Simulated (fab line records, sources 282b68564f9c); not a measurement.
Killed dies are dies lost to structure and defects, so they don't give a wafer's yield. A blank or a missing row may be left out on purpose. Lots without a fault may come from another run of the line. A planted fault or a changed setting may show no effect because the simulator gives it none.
fab line records | flow rit_cmos
record lots=6 wafers=18 last_day=8
route steps=202 shown SPACER@127 NSD@131 PSD@142 SDANNEAL@153 PLDD@159
lots that met no fault: from a run of the same line without faults
start_h: hours from the record's first day to the start of the lot's first wafer shown | wait_h: hours since the lot's step before | " the same as in the row above | L1.1+2: a row that stands for several wafers | - no value, or no start given | * or withheld: withheld | < > ~ a bound
route shown NAME@n: a module of which the file shows steps, and the number in the route of the first | usual: mean/standard deviation of fault-free wafers | same: alike in all rows | chamber/n: place in a boat | sites: the reading at each site | _std_site: their standard deviation | _edge_site: outer sites' mean less inner sites' | radius_mm: how far each site lies from the wafer's centre | mask NAME#n: copy n | behind: the tool/chamber that last shaped the wafer | hold: why the lot was held/for how many hours/how that ended | device: the transistor (n, p or np) that didn't switch | end of line: the same wafers' tests at the end of the route | a step without rows: its recipe alone | killed: dies lost to structure and defects at the first sort, not the wafer's yield | map: a wafer's dies, x killed, . not, _ none there
set.NAME: the setting as run; set.NAME@STEP: as run at that earlier step | model.NAME: the simulator's own value behind a step, which no gauge read
lots at some steps of the route; a table a step, a row a wafer
services: from which hour (start_h, from the record's first day; less than 0 if before it) a tool's chamber was out of use, for how many hours, and why
## steps
# step RIT_SPACER_CLEAN_02
# recipe chemistry=SC2 mix=3:3:50 time_s=600 temp_c=75 dry=n2_spin
# step RIT_SPACER_CVD_03
# recipe material=Si3N4 target_thk_nm=250 temp_c=810 precursor=SiH2Cl2/NH3 time_s=3300 pressure_mtorr=300 sih2cl2_flow_sccm=60 nh3_flow_sccm=150
# step RIT_SPACER_THK_MEAS_04
# recipe reads=Si3N4_of_SPACER_CVD_03
# usual SPACER_NITRIDE_THK=250.2/2.4
# columns lot.wafer tool chamber start_h wait_h SPACER_NITRIDE_THK[nm]
L908.2 film_metro-04 - 62.06 0.0 244.8
L908.5 " - " " 244.7
L908.6 " - " " 246.0
L911.1 film_metro-02 - 79.64 0.0 250.6
L911.2 " - " " 252.0
L911.5 " - " " 249.1
L920.1 film_metro-03 - 126.94 0.0 247.3
L920.4 " - " " 251.5
L920.6 " - " " 248.0
L921.1 film_metro-02 - 133.38 0.0 250.8
L921.2 " - " " 246.9
L921.5 " - " " 248.1
L927.3 film_metro-04 - 158.63 0.0 252.9
L927.4 " - " " 252.6
L927.5 " - " " 252.8
L929.1 film_metro-04 - 173.82 0.0 251.7
L929.4 " - " " 252.8
L929.6 " - " " 251.3
# step RIT_SPACER_ETCHBACK_05
# recipe target_depth_a=2500 SF6_flow_sccm=30 CHF3_flow_sccm=30 target=Si3N4 chemistry=SF6/CHF3 pressure_mtorr=40 rf_w=250 time_s=240 stop_on=SiO2
# usual drypump_motor_current_A=5.6/0.49 oes_product_au=0.842/0.013 rf_fwd_power_W=249.3/0.78 throttle_valve_pct=10.27/0.11
# columns lot.wafer tool chamber start_h wait_h drypump_motor_current_A oes_product_au rf_fwd_power_W rf_hours_counter_h throttle_valve_pct
L908.2 rie_diel-03 1 62.11 0.0 5.0 0.827 248.8 28 10.34
L908.5 " 2 " " 5.2 0.839 249.4 - 10.29
L908.6 " 3 " " 5.2 0.834 249.1 - 10.12
L911.1 rie_diel-04 3 79.70 0.1 5.6 0.831 248.5 95 10.29
L911.2 " 2 " " 5.2 0.846 248.9 134 10.24
L911.5 " 1 " " 5.2 0.817 249.6 - 10.28
L920.1 rie_diel-03 0 127.00 0.1 6.6 0.819 248.5 85 10.13
L920.4 " 3 " " 5.2 0.843 249.6 38 10.12
L920.6 " 3 " " 5.2 0.834 251.3 - 10.12
L921.1 rie_diel-04 3 133.44 0.1 5.5 0.830 249.0 96 10.26
L921.2 " 1 " " 5.2 0.822 248.5 51 10.29
L921.5 " 0 " " 6.1 0.832 249.7 - 10.35
L927.3 rie_diel-04 1 158.67 0.0 5.2 0.843 248.4 52 10.30
L927.4 " 0 " " 6.1 0.835 249.5 36 10.35
L927.5 " 1 " " 5.2 0.843 250.4 - 10.30
L929.1 rie_diel-01 2 173.88 0.1 5.5 0.851 249.1 16 10.09
L929.4 " 0 " " 6.2 0.859 249.6 - 10.49
L929.6 " 2 " " 5.5 0.853 248.5 - 10.11
# step RIT_NSD_HMDS_00
# recipe prime_time_s=60 prime_temp_c=140
# step RIT_NSD_COAT_01
# recipe resist=NOVOLAK spin_rpm=3298 resist_thk_nm=1000
# step RIT_NSD_SOFTBAKE_02
# recipe resist=NOVOLAK temp_c=90 time_s=60
# step RIT_NSD_EXPOSE_03
# recipe mask_id=M9 na=0.57 target_cd_nm=40700 dose_mj=250
# step RIT_NSD_PEB_04
# recipe resist=NOVOLAK temp_c=withheld time_s=withheld
# step RIT_NSD_DEVELOP_05
# recipe resist=NOVOLAK develop_time_s=50 dev_temp_c=23
# step RIT_NSD_OVL_MEAS_06
# usual NSD_OVL=-0.5/1.3
# columns lot.wafer tool chamber start_h wait_h NSD_OVL[nm]
L908.2 overlay-02 - 63.24 - -3.4
L908.5 " - " " -2.1
L908.6 " - " " -2.3
L911.1 overlay-01 - 80.83 - 1.0
L911.2 " - " " 0.2
L911.5 " - " " 1.8
L920.1 overlay-02 - 128.00 - -1.6
L920.4 " - " " -0.6
L920.6 " - " " -1.2
L921.1 overlay-01 - 134.44 - -2.0
L921.2 " - " " -0.6
L921.5 " - " " 1.4
L927.3 overlay-02 - 160.10 - -1.6
L927.4 " - " " -1.5
L927.5 " - " " -1.1
L929.1 overlay-01 - 174.88 - -0.9
L929.4 " - " " 1.0
L929.6 " - " " -0.5
# step RIT_NSD_HARDBAKE_07
# recipe resist=NOVOLAK temp_c=140 time_s=60
# step RIT_NSD_IMPLANT_08
# recipe species=P energy_kev=25 dose_cm2=1e+15 tilt_deg=7
# usual beam_energy_keV=25.000/0.0078
# columns lot.wafer tool chamber start_h wait_h beam_energy_keV model.implant.rp_nm model.implant.drp_nm
L908.2 implanter-01 0 63.45 0.1 24.999 32.21 14.84
L908.5 " 0 " " 25.008 32.21 14.84
L908.6 " 0 " " 25.003 32.21 14.84
L911.1 implanter-04 0 81.01 0.1 24.998 31.41 14.84
L911.2 " 0 " " 24.997 31.41 14.84
L911.5 " 0 " " 25.000 31.41 14.84
L920.1 implanter-01 0 128.19 0.1 32.504 39.53 17.72
L920.4 " 0 " " 32.510 39.53 17.72
L920.6 " 0 " " 32.507 39.53 17.72
L921.1 implanter-01 0 134.63 0.1 32.489 38.98 17.72
L921.2 " 0 " " 32.489 38.98 17.72
L921.5 " 0 " " 32.488 38.98 17.72
L927.3 implanter-02 0 160.32 0.1 25.007 32.36 14.84
L927.4 " 0 " " 25.004 32.36 14.84
L927.5 " 0 " " 25.006 32.36 14.84
L929.1 implanter-02 0 175.07 0.1 25.000 33.53 14.84
L929.4 " 0 " " 24.996 33.53 14.84
L929.6 " 0 " " 25.002 33.53 14.84
# step RIT_NSD_STRIP_09
# recipe chemistry=O2 time_s=180 resist=NOVOLAK platen_temp_c=withheld power_w=500 pressure_mtorr=4000 o2_flow_sccm=4000
# usual drypump_motor_current_A=5.8/0.54 o2_flow_sccm=3998/12
# columns lot.wafer tool chamber start_h wait_h drypump_motor_current_A o2_flow_sccm rf_hours_counter_h
L908.2 plasma_asher-04 0 63.57 0.1 5.1 3999 44
L908.5 " 0 " " 5.1 3976 -
L908.6 " 1 " " 6.1 3989 -
L911.1 plasma_asher-01 0 81.16 0.1 5.1 4003 44
L911.2 " 1 " " 6.4 4011 44
L911.5 " 1 " " 6.4 4000 -
L920.1 plasma_asher-02 0 128.34 0.1 6.0 4005 1
L920.4 " 1 " " 6.1 3988 -
L920.6 " 1 " " 6.2 4007 -
L921.1 plasma_asher-02 1 134.78 0.1 6.1 3999 1
L921.2 " 0 " " 6.0 4005 1
L921.5 " 0 " " 6.1 3994 -
L927.3 plasma_asher-04 0 160.48 0.1 5.1 3999 -
L927.4 " 1 " " 6.1 3991 -
L927.5 " 1 " " 6.1 3993 -
L929.1 plasma_asher-02 1 175.22 0.1 6.1 4005 5
L929.4 " 1 " " 6.1 3982 -
L929.6 " 1 " " 6.1 3999 -
# step RIT_NSD_TW_MEAS_10
# usual NSD_TW=3126/24
# columns lot.wafer tool chamber start_h wait_h NSD_TW
L908.2 film_metro-02 - 63.76 0.1 3158
L908.5 " - " " 3174
L908.6 " - " " 3172
L911.1 film_metro-02 - 81.34 0.1 3114
L911.2 " - " " 3137
L911.5 " - " " 3126
L920.1 film_metro-01 - 128.52 0.1 3332
L920.4 " - " " 3310
L920.6 " - " " 3328
L921.1 film_metro-03 - 134.95 0.1 3359
L921.2 " - " " 3361
L921.5 " - " " 3352
L927.3 film_metro-02 - 160.61 0.1 3114
L927.4 " - " " 3124
L927.5 " - " " 3125
L929.1 film_metro-01 - 175.39 0.1 3115
L929.4 " - " " 3113
L929.6 " - " " 3115
# step RIT_PSD_HMDS_00
# recipe prime_time_s=60 prime_temp_c=140
# step RIT_PSD_COAT_01
# recipe resist=NOVOLAK spin_rpm=3250 resist_thk_nm=1000
# step RIT_PSD_SOFTBAKE_02
# recipe resist=NOVOLAK temp_c=90 time_s=60
# step RIT_PSD_EXPOSE_03
# recipe mask_id=M10 na=0.57 target_cd_nm=40900 dose_mj=250
# step RIT_PSD_PEB_04
# recipe resist=NOVOLAK temp_c=withheld time_s=withheld
# step RIT_PSD_DEVELOP_05
# recipe resist=NOVOLAK develop_time_s=50 dev_temp_c=23
# step RIT_PSD_OVL_MEAS_06
# usual PSD_OVL=-0.2/1.4
# columns lot.wafer tool chamber start_h wait_h PSD_OVL[nm]
L908.2 overlay-01 - 64.79 - 2.5
L908.5 " - " " 0.3
L908.6 " - " " 0.3
L911.1 overlay-02 - 82.47 - -0.3
L911.2 " - " " -1.0
L911.5 " - " " 0.6
L920.1 overlay-01 - 129.42 - -1.3
L920.4 " - " " -0.4
L920.6 " - " " 0.6
L921.1 overlay-02 - 135.86 - -0.4
L921.2 " - " " -1.8
L921.5 " - " " -1.1
L927.3 overlay-02 - 161.75 - -1.9
L927.4 " - " " -1.8
L927.5 " - " " -0.4
L929.1 overlay-02 - 176.43 - -1.3
L929.4 " - " " -0.2
L929.6 " - " " 0.5
# step RIT_PSD_HARDBAKE_07
# recipe resist=NOVOLAK temp_c=140 time_s=60
# step RIT_PSD_IMPLANT_08
# recipe species=BF2 energy_kev=27 dose_cm2=5e+15 tilt_deg=7
# step RIT_PSD_STRIP_09
# recipe chemistry=O2 time_s=180 resist=NOVOLAK platen_temp_c=withheld power_w=500 pressure_mtorr=4000 o2_flow_sccm=4000
# usual drypump_motor_current_A=5.8/0.42 o2_flow_sccm=4003/12
# columns lot.wafer tool chamber start_h wait_h drypump_motor_current_A o2_flow_sccm rf_hours_counter_h
L908.2 plasma_asher-03 0 65.12 0.1 6.1 4002 27
L908.5 " 0 " " 6.1 3983 -
L908.6 " 1 " " 5.4 3997 -
L911.1 plasma_asher-02 1 82.81 0.1 6.1 4000 41
L911.2 " 0 " " 6.1 4003 41
L911.5 " 1 " " 6.1 3999 -
L920.1 plasma_asher-03 0 129.76 0.1 6.2 4026 34
L920.4 " 0 " " 6.2 4002 -
L920.6 " 0 " " 6.2 4018 -
L921.1 plasma_asher-04 1 136.20 0.1 6.1 3994 52
L921.2 " 0 " " 5.1 3994 52
L921.5 " 1 " " 6.2 3996 -
L927.3 plasma_asher-04 1 162.13 0.1 6.2 3989 -
L927.4 " 0 " " 5.1 4013 -
L927.5 " 1 " " 6.1 3991 -
L929.1 plasma_asher-04 0 176.76 0.1 5.1 4012 56
L929.4 " 1 " " 6.2 4003 -
L929.6 " 1 " " 6.2 4013 -
# step RIT_PSD_TW_MEAS_10
# usual PSD_TW=3441/24
# columns lot.wafer tool chamber start_h wait_h PSD_TW
L908.2 film_metro-01 - 65.31 0.1 3414
L908.5 " - " " 3419
L908.6 " - " " 3401
L911.1 film_metro-02 - 82.98 0.1 3405
L911.2 " - " " 3420
L911.5 " - " " 3431
L920.1 film_metro-02 - 129.94 0.1 3454
L920.4 " - " " 3445
L920.6 " - " " 3460
L921.1 film_metro-03 - 136.37 0.1 3449
L921.2 " - " " 3458
L921.5 " - " " 3439
L927.3 film_metro-02 - 162.27 0.1 3449
L927.4 " - " " 3437
L927.5 " - " " 3448
L929.1 film_metro-03 - 176.94 0.1 3446
L929.4 " - " " 3439
L929.6 " - " " 3433
# step RIT_SDANNEAL_CLEAN_00
# recipe chemistry=SC1 mix=3:3:50 time_s=600 temp_c=74.13
# step RIT_SDANNEAL_CLEAN_01
# recipe chemistry=dHF dilution=50:1 time_s=30
# step RIT_SDANNEAL_CLEAN_02
# recipe chemistry=SC2 mix=3:3:50 time_s=600 temp_c=75 dry=n2_spin
# step RIT_SDANNEAL_RTA_03
# recipe temp_c=1050 time_s=5 idle_temp_c=600 ramp_up_c_per_s=342 ramp_down_c_per_s=171 cool_to_c=600 ambient=N2
# usual wafer_temp_C_max=1053.4/1.3
# columns lot.wafer tool chamber start_h wait_h wafer_temp_C_max
L908.2 rtp_anneal-02 0 65.75 0.0 1054.0
L908.5 " 0 " " 1051.2
L908.6 " 0 " " 1052.4
L911.1 rtp_anneal-02 0 83.41 0.0 1053.4
L911.2 " 0 " " 1055.9
L911.5 " 0 " " 1053.3
L920.1 rtp_anneal-01 0 130.36 0.0 1051.5
L920.4 " 0 " " 1052.2
L920.6 " 0 " " 1055.1
L921.1 rtp_anneal-02 0 136.82 0.0 1053.4
L921.2 " 0 " " 1053.0
L921.5 " 0 " " 1052.1
L927.3 rtp_anneal-02 0 162.70 0.0 1051.6
L927.4 " 0 " " 1053.1
L927.5 " 0 " " 1054.0
L929.1 rtp_anneal-02 0 177.36 0.0 1054.9
L929.4 " 0 " " 1053.6
L929.6 " 0 " " 1054.9
# step RIT_SDANNEAL_RS_MEAS_04
# recipe thk_meas_gauge=four-point-probe
# usual PSD_RS=115.9/0.31
# columns lot.wafer tool chamber start_h wait_h PSD_RS[ohm/sq]
L908.2 film_metro-01 - 65.82 0.1 116.6
L908.5 " - " " 116.4
L908.6 " - " " 116.1
L911.1 film_metro-03 - 83.47 0.0 115.7
L911.2 " - " " 115.5
L911.5 " - " " 116.0
L920.1 film_metro-01 - 130.42 0.0 116.0
L920.4 " - " " 116.2
L920.6 " - " " 116.2
L921.1 film_metro-03 - 136.87 0.0 115.7
L921.2 " - " " 115.9
L921.5 " - " " 115.7
L927.3 film_metro-01 - 162.77 0.1 116.4
L927.4 " - " " 116.2
L927.5 " - " " 116.3
L929.1 film_metro-01 - 177.42 0.0 115.9
L929.4 " - " " 115.7
L929.6 " - " " 116.6
# step RIT_SDANNEAL_RS_MEAS_05
# recipe thk_meas_gauge=four-point-probe
# usual NSD_RS=84.61/0.26
# columns lot.wafer tool chamber start_h wait_h NSD_RS[ohm/sq]
L908.2 film_metro-01 - 65.94 0.1 84.73
L908.5 " - " " 84.65
L908.6 " - " " 84.71
L911.1 film_metro-03 - 83.59 0.1 84.68
L911.2 " - " " 84.09
L911.5 " - " " 84.47
L920.1 film_metro-01 - 130.54 0.1 81.66
L920.4 " - " " 82.05
L920.6 " - " " 81.87
L921.1 film_metro-03 - 136.99 0.1 81.52
L921.2 " - " " 81.47
L921.5 " - " " 81.52
L927.3 film_metro-01 - 162.89 0.1 84.81
L927.4 " - " " 84.75
L927.5 " - " " 84.94
L929.1 film_metro-01 - 177.54 0.1 84.89
L929.4 " - " " 84.57
L929.6 " - " " 84.79
# step RIT_SDANNEAL_RS_MEAS_06
# recipe thk_meas_gauge=four-point-probe
# usual PLDD_RS=178.7/0.52
# columns lot.wafer tool chamber start_h wait_h PLDD_RS[ohm/sq]
L908.2 film_metro-01 - 66.06 0.1 179.0
L908.5 " - " " 178.8
L908.6 " - " " 179.3
L911.1 film_metro-03 - 83.71 0.1 178.6
L911.2 " - " " 178.1
L911.5 " - " " 178.7
L920.1 film_metro-01 - 130.66 0.1 179.2
L920.4 " - " " 179.7
L920.6 " - " " 180.3
L921.1 film_metro-03 - 137.11 0.1 178.5
L921.2 " - " " 178.9
L921.5 " - " " 178.4
L927.3 film_metro-01 - 163.01 0.1 179.2
L927.4 " - " " 179.3
L927.5 " - " " 179.2
L929.1 film_metro-01 - 177.66 0.1 179.0
L929.4 " - " " 178.2
L929.6 " - " " 179.3
## services
# columns tool chamber start_h hours kind
rie_diel-04 3 60.48 3.4 repair
rie_diel-01 0 64.56 14.7 repair
plasma_asher-02 - 68.80 1.6 repair
rie_diel-03 - 86.91 0.4 repair
plasma_asher-01 - 100.24 14.6 pm
plasma_asher-03 - 103.58 2.8 pm
plasma_asher-02 - 108.75 9.0 pm
plasma_asher-02 0 108.75 9.0 vent_cycle
plasma_asher-02 1 108.75 9.0 vent_cycle
plasma_asher-02 0 117.75 - clean
plasma_asher-02 1 117.75 - clean
implanter-04 - 125.08 2.3 repair
implanter-02 - 143.38 1.5 repair
rie_diel-01 1 162.41 - clean
rie_diel-01 1 162.41 14.6 scheduled_down
rie_diel-01 1 162.41 14.6 vent_cycle
implanter-02 - 164.33 2.8 repair
rie_diel-03 0 168.18 11.3 repair
rie_diel-03 1 171.27 6.7 repair
rie_diel-03 3 172.16 2.5 repair
implanter-04 - 175.35 8.5 repair
implanter-01 - 175.36 1.1 repair
implanter-02 - 175.70 21.3 repair
## key
first_sign step=RIT_NSD_IMPLANT_08 reading=beam_energy_keV direction=up sigmas=99+ usual=25.000 struck=32.498
effect step=RIT_NSD_TW_MEAS_10 reading=NSD_TW direction=up sigmas=9.1 usual=3126 struck=3340
effect step=RIT_SDANNEAL_RS_MEAS_05 reading=NSD_RS direction=down sigmas=11 usual=84.61 struck=81.68
model_effect step=RIT_NSD_IMPLANT_08 value=implant.rp_nm without=32.16 struck=39.25
met_at RIT_NSD_IMPLANT_08
struck_wafers L920.1,L920.4,L920.6,L921.1,L921.2,L921.5
tester_left_out L920,L921
onset_between 63.45 128.19
fault kind=process_parameter_drift tool=implanter-01 chamber=- onset_h=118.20 steps=RIT_NSD_IMPLANT_08 channel=energy_kev offset=7.5 shape=step end_h=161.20 acts_in=these_recipes_only stated=25
# tester_left_out: of these lots the tester's yield and bins aren't shown, on N5 and GAA mostly nor the transistor test; their killed dies are dies lost to structure and defects alone, not to doping, threshold or leakage, so they don't give the yield
